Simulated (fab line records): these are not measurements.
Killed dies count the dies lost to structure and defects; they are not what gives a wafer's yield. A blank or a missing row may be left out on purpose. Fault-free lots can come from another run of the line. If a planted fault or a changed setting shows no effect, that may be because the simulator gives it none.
fab line records	flow ritCmos
[record] lots = 13	wafers = 39	lastDay = 7
route steps=202 shown FOX1@21 NWELL@37 GATE@93 SPACER@128 M1@202
lots with no fault: from the same line, run without faults
startH: hours from the record's first day to the start of the lot's first wafer shown	waitH: time in hours since the lot's previous step	" unchanged from the row above	L1.1+2: a single row standing in for several wafers	- value missing, or start not given	* or withheld: withheld	< > ~ a bound
route shown NAME@n: names a module that has steps shown in the file, with the first one's number in the route	usual: mean/standard deviation taken from wafers without a fault	same: alike in all rows	chamber/n: place in a boat	sites: each site's reading	_std_site: the values' standard deviation	_edge_site: the outer-site mean with the inner-site mean subtracted	radiusMm: for every site, how far away it sits from the centre of the wafer	mask NAME#n: copy n	behind: tool/chamber where the wafer was last shaped	hold: the reason the lot was held/the length of the hold in hours/how it ended	device: the n, p or np transistor that did not switch	end of line: tests of these same wafers at the route's end	for a step that has no rows: nothing shown but its recipe	killed: dies lost to structure and defects at the first sort, not the wafer's yield	map: a wafer's dies, x killed, . not, _ none there
set.NAME: the setting that was run; set.NAME@STEP: the one run at that earlier step	model.NAME: the simulator's own value behind a step, which no gauge read
route steps across a sampled set of lots; one table per step, one row per wafer
services: a tool's chamber out of use, with start hour (startH, from the record's first day; less than 0 if before it), hours out, and reason
[[steps]]
[step RIT_FOX1_THK_MEAS_01]
[recipe] reads = SiO2_of_FOX1_OXIDATION_00
[usual] FOX1_OXIDE_THK = 349/4.8
lot.wafer	tool	chamber	startH	waitH	FOX1_OXIDE_THK[nm]
L704.1	filmMetro-04	-	26.94	0.0	348
L704.3	"	-	"	"	351
L704.5	"	-	"	"	350
L706.2	filmMetro-02	-	37.77	0.0	351
L706.5	"	-	"	"	349
L706.6	"	-	"	"	345
L707.1	filmMetro-02	-	41.94	0.0	347
L707.4	"	-	"	"	353
L707.6	"	-	"	"	343
L708.1	filmMetro-04	-	46.95	0.0	349
L708.2	"	-	"	"	345
L708.5	"	-	"	"	349
L709.1	filmMetro-01	-	52.90	0.0	340
L709.3	"	-	"	"	348
L709.5	"	-	"	"	349
L711.2	filmMetro-02	-	62.80	0.0	353
L711.5	"	-	"	"	352
L711.6	"	-	"	"	356
L712.4	filmMetro-01	-	68.60	0.0	354
L712.5	"	-	"	"	349
L712.6	"	-	"	"	347
L713.1	filmMetro-02	-	73.39	0.0	348
L713.2	"	-	"	"	347
L713.6	"	-	"	"	349
L714.3	filmMetro-01	-	79.36	0.0	355
L714.4	"	-	"	"	354
L714.5	"	-	"	"	350
L716.1	filmMetro-04	-	88.58	0.0	340
L716.3	"	-	"	"	345
L716.4	"	-	"	"	340
L718.1	filmMetro-04	-	101.16	0.0	352
L718.2	"	-	"	"	350
L718.6	"	-	"	"	350
L719.2	filmMetro-04	-	104.42	0.0	344
L719.5	"	-	"	"	352
L719.6	"	-	"	"	343
L723.1	filmMetro-04	-	124.95	0.0	348
L723.3	"	-	"	"	353
L723.4	"	-	"	"	355
[step RIT_NWELL_STRIP_09]
[recipe] chemistry = O2	timeS = 180	resist = NOVOLAK	platenTempC = withheld	powerW = 500	pressureMtorr = 4000	o2FlowSccm = 4000
[usual] drypumpMotorCurrentA = 5.5/0.6	o2FlowSccm = 3999/11
lot.wafer	tool	chamber	startH	waitH	drypumpMotorCurrentA	o2FlowSccm	rfHoursCounterH
L704.1	plasmaAsher-02	0	30.81	0.1	5.3	3986	38
L704.3	"	1	"	"	6.2	3995	-
L704.5	"	1	"	"	6.2	4007	-
L706.2	plasmaAsher-04	1	41.51	0.1	6.6	4004	41
L706.5	"	1	"	"	6.5	3989	-
L706.6	"	0	"	"	5.0	3994	-
L707.1	plasmaAsher-02	0	45.81	0.1	5.3	4001	40
L707.4	"	1	"	"	6.1	3991	-
L707.6	"	0	"	"	5.3	3976	-
L708.1	plasmaAsher-01	0	50.82	0.1	5.2	4008	26
L708.2	"	1	"	"	4.8	4022	26
L708.5	"	1	"	"	4.8	3997	-
L709.1	plasmaAsher-04	1	57.94	0.1	6.6	3982	43
L709.3	"	1	"	"	6.5	3974	-
L709.5	"	0	"	"	5.0	4012	-
L711.2	plasmaAsher-01	0	66.57	0.1	5.2	3981	27
L711.5	"	0	"	"	5.2	3984	-
L711.6	"	1	"	"	4.8	4004	-
L712.4	plasmaAsher-04	1	72.51	0.1	6.5	4000	-
L712.5	"	0	"	"	5.0	4009	-
L712.6	"	1	"	"	6.5	3996	-
L713.1	plasmaAsher-02	0	77.35	0.1	5.3	3997	44
L713.2	"	1	"	"	6.1	3997	44
L713.6	"	0	"	"	5.3	4005	-
L714.3	plasmaAsher-01	1	83.56	0.1	4.8	4011	-
L714.4	"	0	"	"	5.2	4001	-
L714.5	"	1	"	"	4.8	4009	-
L716.1	plasmaAsher-01	1	93.91	0.1	4.8	4009	30
L716.3	"	1	"	"	4.8	4011	-
L716.4	"	0	"	"	5.2	3998	-
L718.1	plasmaAsher-02	1	106.93	0.1	6.2	3995	47
L718.2	"	0	"	"	5.3	3994	47
L718.6	"	0	"	"	5.3	3998	-
L719.2	plasmaAsher-02	1	108.24	0.1	6.1	4004	47
L719.5	"	1	"	"	6.1	4017	-
L719.6	"	0	"	"	5.3	3998	-
L723.1	plasmaAsher-01	1	129.57	0.1	4.8	3995	33
L723.3	"	0	"	"	5.2	3998	-
L723.4	"	1	"	"	4.8	4014	-
[step RIT_GATE_OVL_MEAS_17]
[usual] GATE_OVL = 0.0/1.4
lot.wafer	tool	chamber	startH	waitH	GATE_OVL[nm]
L704.1	overlay-01	-	48.08	0.1	0.2
L704.3	"	-	"	"	-0.2
L704.5	"	-	"	"	-0.3
L706.2	overlay-02	-	57.36	0.1	-0.2
L706.5	"	-	"	"	1.3
L706.6	"	-	"	"	0.9
L707.1	overlay-02	-	61.64	0.1	-3.4
L707.4	"	-	"	"	-1.4
L707.6	"	-	"	"	-2.3
L708.1	overlay-01	-	68.58	0.1	0.0
L708.2	"	-	"	"	0.6
L708.5	"	-	"	"	1.3
L709.1	overlay-02	-	74.48	0.1	-0.4
L709.3	"	-	"	"	0.1
L709.5	"	-	"	"	0.5
L711.2	overlay-01	-	83.90	0.1	0.0
L711.5	"	-	"	"	-0.7
L711.6	"	-	"	"	0.7
L712.4	overlay-02	-	87.96	0.1	0.9
L712.5	"	-	"	"	-0.4
L712.6	"	-	"	"	0.3
L713.1	overlay-02	-	95.22	0.1	1.6
L713.2	"	-	"	"	-0.6
L713.6	"	-	"	"	2.4
L714.3	overlay-01	-	102.06	0.1	0.9
L714.4	"	-	"	"	-0.8
L714.5	"	-	"	"	-1.0
L716.1	overlay-01	-	112.62	0.1	-1.2
L716.3	"	-	"	"	0.0
L716.4	"	-	"	"	-0.6
L718.1	overlay-01	-	127.21	0.1	-0.1
L718.2	"	-	"	"	0.8
L718.6	"	-	"	"	-1.5
L719.2	overlay-02	-	127.43	0.1	-0.7
L719.5	"	-	"	"	0.9
L719.6	"	-	"	"	1.0
L723.1	overlay-01	-	147.97	0.1	-1.3
L723.3	"	-	"	"	-1.7
L723.4	"	-	"	"	-0.3
[step RIT_SPACER_CVD_03]
[recipe] material = Si3N4	targetThkNm = 250	tempC = 810	precursor = SiH2Cl2/NH3	timeS = 3300	pressureMtorr = 300	sih2cl2FlowSccm = 60	nh3FlowSccm = 150
[usual] pressureMtorr = 299.9/0.56
lot.wafer	tool	chamber	startH	waitH	pressureMtorr
L704.1	lpcvd-01	0	55.14	0.0	299.9
L704.3	"	0	"	"	300.0
L704.5	"	0	"	"	299.1
L706.2	lpcvd-02	0	64.19	0.0	298.6
L706.5	"	0	"	"	299.9
L706.6	"	0	"	"	299.9
L707.1	lpcvd-01	1	68.62	0.0	300.0
L707.4	"	1	"	"	298.8
L707.6	"	1	"	"	300.3
L708.1	lpcvd-01	1	76.32	0.0	298.6
L708.2	"	1	"	"	299.5
L708.5	"	1	"	"	299.5
L709.1	lpcvd-02	0	81.52	0.0	300.3
L709.3	"	0	"	"	300.9
L709.5	"	0	"	"	300.5
L711.2	lpcvd-01	1	90.93	0.0	298.8
L711.5	"	1	"	"	300.1
L711.6	"	1	"	"	299.8
L712.4	lpcvd-02	0	95.86	0.0	299.3
L712.5	"	0	"	"	299.0
L712.6	"	0	"	"	299.7
L713.1	lpcvd-01	0	103.11	0.0	300.0
L713.2	"	0	"	"	299.2
L713.6	"	0	"	"	299.4
L714.3	lpcvd-02	0	112.92	0.0	299.7
L714.4	"	0	"	"	300.2
L714.5	"	0	"	"	299.8
L716.1	lpcvd-02	1	122.19	0.0	300.4
L716.3	"	1	"	"	300.7
L716.4	"	1	"	"	298.7
L718.1	lpcvd-01	0	135.17	0.0	300.3
L718.2	"	0	"	"	300.2
L718.6	"	0	"	"	300.4
L719.2	lpcvd-02	1	135.38	0.0	149.5
L719.5	"	1	"	"	150.0
L719.6	"	1	"	"	149.8
L723.1	lpcvd-01	0	155.29	0.0	300.1
L723.3	"	0	"	"	300.3
L723.4	"	0	"	"	300.4
[step RIT_SPACER_THK_MEAS_04]
[recipe] reads = Si3N4_of_SPACER_CVD_03
[usual] SPACER_NITRIDE_THK = 250.7/2.1
lot.wafer	tool	chamber	startH	waitH	SPACER_NITRIDE_THK[nm]
L704.1	filmMetro-02	-	57.05	0.0	249.9
L704.3	"	-	"	"	249.3
L704.5	"	-	"	"	248.4
L706.2	filmMetro-02	-	66.11	0.0	249.8
L706.5	"	-	"	"	248.2
L706.6	"	-	"	"	247.8
L707.1	filmMetro-01	-	70.54	0.0	251.0
L707.4	"	-	"	"	252.4
L707.6	"	-	"	"	252.0
L708.1	filmMetro-01	-	78.24	0.0	249.5
L708.2	"	-	"	"	249.8
L708.5	"	-	"	"	250.4
L709.1	filmMetro-02	-	83.43	0.0	251.1
L709.3	"	-	"	"	249.5
L709.5	"	-	"	"	252.0
L711.2	filmMetro-01	-	92.86	0.0	251.2
L711.5	"	-	"	"	251.0
L711.6	"	-	"	"	252.3
L712.4	filmMetro-02	-	97.81	0.0	247.8
L712.5	"	-	"	"	249.4
L712.6	"	-	"	"	248.2
L713.1	filmMetro-04	-	105.03	0.0	253.5
L713.2	"	-	"	"	251.1
L713.6	"	-	"	"	253.3
L714.3	filmMetro-02	-	114.86	0.0	250.5
L714.4	"	-	"	"	252.3
L714.5	"	-	"	"	250.8
L716.1	filmMetro-02	-	124.11	0.0	254.5
L716.3	"	-	"	"	255.7
L716.4	"	-	"	"	255.1
L718.1	filmMetro-04	-	137.09	0.0	249.1
L718.2	"	-	"	"	249.7
L718.6	"	-	"	"	249.6
L719.2	filmMetro-01	-	137.31	0.0	206.5
L719.5	"	-	"	"	203.9
L719.6	"	-	"	"	205.0
L723.1	filmMetro-02	-	157.20	0.0	249.7
L723.3	"	-	"	"	249.9
L723.4	"	-	"	"	251.5
[step RIT_SPACER_ETCHBACK_05]
[recipe] targetDepthA = 2500	SF6_flow_sccm = 30	CHF3_flow_sccm = 30	target = Si3N4	chemistry = SF6/CHF3	pressureMtorr = 40	rfW = 250	timeS = 240	stopOn = SiO2
[usual] CHF3_flow_sccm = 29.99/0.094	drypumpMotorCurrentA = 5.6/0.49	oesProductAu = 0.850/0.013	throttleValvePct = 10.30/0.17
lot.wafer	tool	chamber	startH	waitH	CHF3_flow_sccm	drypumpMotorCurrentA	oesProductAu	rfHoursCounterH	throttleValvePct
L704.1	rieDiel-03	3	57.11	0.1	30.08	6.3	0.834	4	10.18
L704.3	"	2	"	"	29.94	6.5	0.852	0	10.35
L704.5	"	3	"	"	29.98	6.3	0.837	-	10.19
L706.2	rieDiel-02	3	66.16	0.0	29.92	5.0	0.849	164	10.13
L706.5	"	0	"	"	30.10	5.2	0.836	-	10.37
L706.6	"	1	"	"	30.04	5.3	0.845	-	9.96
L707.1	rieDiel-03	0	70.60	0.1	29.99	6.0	0.872	1	10.49
L707.4	"	2	"	"	29.95	6.5	0.865	0	10.36
L707.6	"	2	"	"	29.98	6.5	0.857	-	10.34
L708.1	rieDiel-03	2	78.30	0.1	29.99	6.5	0.851	0	10.36
L708.2	"	3	"	"	29.85	6.3	0.838	4	10.19
L708.5	"	1	"	"	30.10	5.7	0.866	-	10.59
L709.1	rieDiel-02	2	83.49	0.1	29.99	5.3	0.840	122	10.23
L709.3	"	1	"	"	30.13	5.3	0.847	21	9.98
L709.5	"	0	"	"	29.94	5.2	0.846	-	10.37
L711.2	rieDiel-02	1	92.91	0.0	29.91	5.3	0.853	21	9.96
L711.5	"	0	"	"	30.10	5.2	0.836	-	10.37
L711.6	"	2	"	"	29.92	5.3	0.840	-	10.23
L712.4	rieDiel-03	1	97.84	0.0	29.98	5.7	0.858	116	10.61
L712.5	"	2	"	"	30.13	6.5	0.857	-	10.36
L712.6	"	1	"	"	29.93	5.7	0.862	-	10.60
L713.1	rieDiel-03	0	105.09	0.1	29.98	6.0	0.869	2	10.49
L713.2	"	1	"	"	29.87	5.7	0.857	116	10.60
L713.6	"	2	"	"	29.84	6.5	0.868	-	10.34
L714.3	rieDiel-03	2	114.90	0.0	29.95	6.5	0.854	1	10.35
L714.4	"	3	"	"	30.01	6.3	0.840	5	10.18
L714.5	"	2	"	"	29.96	6.5	0.848	-	10.35
L716.1	rieDiel-04	0	124.17	0.1	30.01	5.0	0.867	0	10.33
L716.3	"	1	"	"	29.99	5.9	0.883	136	10.35
L716.4	"	2	"	"	30.03	6.0	0.852	-	10.43
L718.1	rieDiel-04	2	137.15	0.1	30.16	6.1	0.838	0	10.41
L718.2	"	0	"	"	29.94	5.0	0.857	1	10.32
L718.6	"	0	"	"	29.89	5.0	0.854	-	10.29
L719.2	rieDiel-02	0	137.36	0.0	29.99	5.2	0.733	43	10.33
L719.5	"	0	"	"	30.07	5.2	0.728	-	10.32
L719.6	"	3	"	"	29.72	5.0	0.729	-	10.11
L723.1	rieDiel-02	3	157.26	0.1	30.03	5.0	0.839	1	10.12
L723.3	"	1	"	"	30.15	5.3	0.848	22	9.98
L723.4	"	2	"	"	30.21	5.3	0.839	124	10.22
[step RIT_M1_PROBE_99]
[usual] killed_at_M0_to_M3 = 0.0/0.12	killedAtFrontEnd = 6.6/2.7	killedDies = 6.6/2.7	killedOpen = 3.3/1.8	killedShort = 3.4/1.9
[same] grossDies = 264	killed_at_M4_up = 0	killedAtBackSide = 0	killedAtContacts = 0	killedAtOther = 0
lot.wafer	tool	chamber	startH	waitH	killed_at_M0_to_M3	killedAtFrontEnd	killedDies	killedOpen	killedShort
L704.1	prober-01	-	68.13	0.1	0	7	7	5	2
L704.3	prober-01	-	68.23	0.2	0	8	8	3	5
L704.5	prober-01	-	68.33	0.2	0	8	8	4	4
L706.2	prober-01	-	78.72	0.1	0	6	6	3	3
L706.5	prober-01	-	78.87	0.2	1	9	10	7	3
L706.6	prober-01	-	78.92	0.2	0	7	7	4	3
L707.1	prober-02	-	82.81	0.1	0	14	14	8	6
L707.4	prober-02	-	82.96	0.2	0	7	7	4	3
L707.6	prober-02	-	83.06	0.2	0	9	9	5	4
L708.1	prober-01	-	90.20	0.1	0	4	4	3	1
L708.2	prober-01	-	90.25	0.1	0	8	8	3	5
L708.5	prober-01	-	90.40	0.2	0	4	4	3	1
L709.1	prober-02	-	94.95	0.1	0	4	4	0	4
L709.3	prober-02	-	95.05	0.2	0	4	4	1	3
L709.5	prober-02	-	95.15	0.2	0	9	9	4	5
L711.2	prober-02	-	106.08	0.1	0	5	5	2	3
L711.5	prober-02	-	106.23	0.2	0	1	1	1	0
L711.6	prober-02	-	106.28	0.2	0	3	3	2	1
L712.4	prober-01	-	109.69	0.2	0	5	5	4	1
L712.5	prober-01	-	109.74	0.2	0	9	9	5	4
L712.6	prober-01	-	109.79	0.2	0	3	3	1	2
L713.1	prober-02	-	116.98	0.1	0	6	6	3	3
L713.2	prober-02	-	117.03	0.1	0	6	6	4	2
L713.6	prober-02	-	117.23	0.2	0	9	9	3	6
L714.3	prober-01	-	126.03	0.2	0	6	6	4	2
L714.4	prober-01	-	126.08	0.2	0	4	4	1	3
L714.5	prober-01	-	126.13	0.2	0	6	6	3	3
L716.1	prober-01	-	136.37	0.1	0	4	4	2	2
L716.3	prober-01	-	136.47	0.2	0	9	9	4	5
L716.4	prober-01	-	136.52	0.2	0	9	9	5	4
L718.1	prober-01	-	148.81	0.1	0	5	5	4	1
L718.2	prober-01	-	148.86	0.1	0	5	5	3	2
L718.6	prober-01	-	149.06	0.2	0	9	9	5	4
L719.2	prober-02	-	149.48	0.1	0	10	10	2	8
L719.5	prober-02	-	149.63	0.2	0	7	7	2	5
L719.6	prober-02	-	149.68	0.2	0	8	8	3	5
L723.1	prober-02	-	168.67	0.1	0	4	4	1	3
L723.3	prober-02	-	168.77	0.2	0	10	10	7	3
L723.4	prober-02	-	168.82	0.2	0	2	2	1	1
// killed by level:class
L704.1 GATE:geometricParticle:open=4 FOX1:geometricParticle:open=1 FOX2:geometricParticle:short=1 GATE:geometricParticle:short=1
L704.3 FOX2:geometricParticle:short=2 FOX1:geometricParticle:open=1 GATE:geometricParticle:open=1 GATE:geometricParticle:short=1 REOX:geometricParticle:open=1 SPACER:geometricParticle:short=1 SILICIDE:geometricParticle:short=1
L704.5 GATE:geometricParticle:short=3 GATE:geometricParticle:open=2 FOX2:geometricParticle:open=1 REOX:geometricParticle:open=1 SILICIDE:geometricParticle:short=1
L706.2 GATE:geometricParticle:short=3 FOX1:geometricParticle:open=1 FOX2:geometricParticle:open=1 REOX:geometricParticle:open=1
L706.5 GATE:geometricParticle:open=4 FOX1:geometricParticle:open=2 FOX2:geometricParticle:short=1 GATE:geometricParticle:short=1 SPACER:geometricParticle:open=1 M1:geometricParticle:short=1
L706.6 FOX2:geometricParticle:open=2 GATE:geometricParticle:open=2 SPACER:geometricParticle:short=2 GATE:geometricParticle:short=1
L707.1 GATE:geometricParticle:short=3 GATE:geometricParticle:open=2 REOX:geometricParticle:open=2 SPACER:geometricParticle:open=2 SILICIDE:geometricParticle:short=2 FOX1:geometricParticle:open=1 FOX2:geometricParticle:open=1 REOX:geometricParticle:short=1
L707.4 GATE:geometricParticle:short=2 GATE:geometricParticle:open=1 REOX:geometricParticle:open=1 REOX:geometricParticle:short=1 SPACER:geometricParticle:open=1 SILICIDE:geometricParticle:open=1
L707.6 SILICIDE:geometricParticle:open=3 REOX:geometricParticle:open=2 SPACER:geometricParticle:short=2 FOX1:geometricParticle:short=1 GATE:geometricParticle:short=1
L708.1 REOX:geometricParticle:open=2 GATE:geometricParticle:short=1 GATE:geometricParticle:open=1
L708.2 FOX1:geometricParticle:short=2 GATE:geometricParticle:short=2 GATE:geometricParticle:open=1 REOX:geometricParticle:open=1 REOX:geometricParticle:short=1 SPACER:geometricParticle:open=1
L708.5 SPACER:geometricParticle:open=2 FOX1:geometricParticle:short=1 GATE:geometricParticle:open=1
L709.1 GATE:geometricParticle:short=3 SPACER:geometricParticle:short=1
L709.3 GATE:geometricParticle:short=2 FOX2:geometricParticle:short=1 GATE:geometricParticle:open=1
L709.5 GATE:geometricParticle:short=3 SPACER:geometricParticle:open=2 FOX1:geometricParticle:short=1 FOX1:geometricParticle:open=1 FOX2:geometricParticle:short=1 GATE:geometricParticle:open=1
L711.2 FOX1:geometricParticle:short=2 FOX1:geometricParticle:open=2 REOX:geometricParticle:short=1
L711.5 FOX1:geometricParticle:open=1
L711.6 FOX2:geometricParticle:open=1 GATE:geometricParticle:open=1 GATE:geometricParticle:short=1
L712.4 FOX2:geometricParticle:open=2 GATE:geometricParticle:open=1 REOX:geometricParticle:short=1 SPACER:geometricParticle:open=1
L712.5 FOX1:geometricParticle:open=2 FOX1:geometricParticle:short=1 FOX2:geometricParticle:short=1 GATE:geometricParticle:short=1 GATE:geometricParticle:open=1 REOX:geometricParticle:open=1 REOX:geometricParticle:short=1 SILICIDE:geometricParticle:open=1
L712.6 FOX2:geometricParticle:short=1 GATE:geometricParticle:short=1 REOX:geometricParticle:open=1
L713.1 GATE:geometricParticle:open=2 FOX1:geometricParticle:short=1 FOX2:geometricParticle:short=1 SILICIDE:geometricParticle:open=1 SILICIDE:geometricParticle:short=1
L713.2 GATE:geometricParticle:open=3 FOX1:geometricParticle:short=1 GATE:geometricParticle:short=1 SPACER:geometricParticle:open=1
L713.6 GATE:geometricParticle:short=3 SILICIDE:geometricParticle:short=2 FOX2:geometricParticle:short=1 GATE:geometricParticle:open=1 SPACER:geometricParticle:open=1 SILICIDE:geometricParticle:open=1
L714.3 FOX1:geometricParticle:open=2 GATE:geometricParticle:short=1 REOX:geometricParticle:open=1 SPACER:geometricParticle:short=1 SPACER:geometricParticle:open=1
L714.4 GATE:geometricParticle:open=1 GATE:geometricParticle:short=1 REOX:geometricParticle:short=1 SPACER:geometricParticle:short=1
L714.5 FOX2:geometricParticle:open=2 SPACER:geometricParticle:short=2 FOX1:geometricParticle:short=1 GATE:geometricParticle:open=1
L716.1 FOX1:geometricParticle:open=1 REOX:geometricParticle:short=1 SPACER:geometricParticle:short=1 SPACER:geometricParticle:open=1
L716.3 GATE:geometricParticle:short=4 GATE:geometricParticle:open=3 SPACER:geometricParticle:open=1 SPACER:geometricParticle:short=1
L716.4 SPACER:geometricParticle:open=4 FOX1:geometricParticle:short=2 FOX1:geometricParticle:open=1 GATE:geometricParticle:short=1 SILICIDE:geometricParticle:short=1
L718.1 SILICIDE:geometricParticle:open=2 GATE:geometricParticle:open=1 REOX:geometricParticle:open=1 SILICIDE:geometricParticle:short=1
L718.2 FOX2:geometricParticle:short=1 GATE:geometricParticle:short=1 GATE:geometricParticle:open=1 REOX:geometricParticle:open=1 SILICIDE:geometricParticle:open=1
L718.6 FOX1:geometricParticle:short=3 SILICIDE:geometricParticle:open=3 GATE:geometricParticle:open=2 FOX2:geometricParticle:short=1
L719.2 SILICIDE:geometricParticle:short=3 FOX1:geometricParticle:short=2 GATE:geometricParticle:short=2 GATE:geometricParticle:open=1 REOX:geometricParticle:short=1 REOX:geometricParticle:open=1
L719.5 GATE:geometricParticle:short=3 FOX1:geometricParticle:short=1 GATE:geometricParticle:open=1 REOX:geometricParticle:short=1 SILICIDE:geometricParticle:open=1
L719.6 GATE:geometricParticle:open=3 FOX1:geometricParticle:short=2 FOX2:geometricParticle:short=1 SPACER:geometricParticle:short=1 SILICIDE:geometricParticle:short=1
L723.1 GATE:geometricParticle:short=2 FOX2:geometricParticle:short=1 GATE:geometricParticle:open=1
L723.3 GATE:geometricParticle:open=3 SPACER:geometricParticle:open=2 FOX1:geometricParticle:open=1 FOX2:geometricParticle:short=1 GATE:geometricParticle:short=1 REOX:geometricParticle:open=1 SPACER:geometricParticle:short=1
L723.4 GATE:geometricParticle:short=1 GATE:geometricParticle:open=1
[[services]]
tool	chamber	startH	hours	kind
rieDiel-02	0	7.77	5.6	repair
rieDiel-03	1	11.05	4.1	repair
rieDiel-03	2	19.47	10.6	repair
rieDiel-03	0	20.97	8.3	repair
rieDiel-04	0	21.44	8.9	repair
rieDiel-03	2	30.08	-	clean
rieDiel-03	2	30.08	16.6	scheduledDown
rieDiel-03	2	30.08	16.6	ventCycle
plasmaAsher-04	-	39.45	0.6	repair
rieDiel-04	-	46.30	14.6	pm
rieDiel-03	2	49.00	5.9	repair
plasmaAsher-01	-	73.99	2.6	repair
rieDiel-02	3	76.76	-	clean
rieDiel-02	3	76.76	18.9	scheduledDown
rieDiel-02	3	76.76	18.9	ventCycle
rieDiel-02	-	87.15	0.8	repair
rieDiel-04	0	87.92	-	clean
rieDiel-04	2	99.12	2.3	repair
plasmaAsher-02	-	108.75	9.0	pm
plasmaAsher-02	0	108.75	9.0	ventCycle
plasmaAsher-02	1	108.75	9.0	ventCycle
plasmaAsher-02	0	117.75	-	clean
plasmaAsher-02	1	117.75	-	clean
plasmaAsher-01	-	137.35	4.3	pm
[[key]]
[firstSign] step = RIT_SPACER_CVD_03	reading = pressureMtorr	direction = down	sigmas = 99+	usual = 299.9	struck = 149.8
[effect] step = RIT_SPACER_THK_MEAS_04	reading = SPACER_NITRIDE_THK	direction = down	sigmas = 22	usual = 250.7	struck = 205.1
[effect] step = RIT_SPACER_ETCHBACK_05	reading = oesProductAu	direction = down	sigmas = 9.1	usual = 0.850	struck = 0.730
metAt RIT_SPACER_CVD_03
struckLots L719
struckWafers L719.2,L719.5,L719.6
testerLeftOut L719
notActingAt RIT_FOX1_THK_MEAS_01,RIT_NWELL_STRIP_09,RIT_GATE_OVL_MEAS_17
onsetBetween 122.19 135.38
[fault] kind = processParameterDrift	tool = lpcvd-02	chamber = 1	onsetH = 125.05	steps = RIT_SPACER_CVD_03	channel = pressureMtorr	offset = -150	shape = step	endH = 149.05	actsIn = theseRecipesOnly	stated = 300
// testerLeftOut: of these lots the tester's yield and bins aren't shown, on N5 and GAA mostly nor the transistor test; their killed dies are dies lost to structure and defects alone, not to doping, threshold or leakage, so they don't give the yield
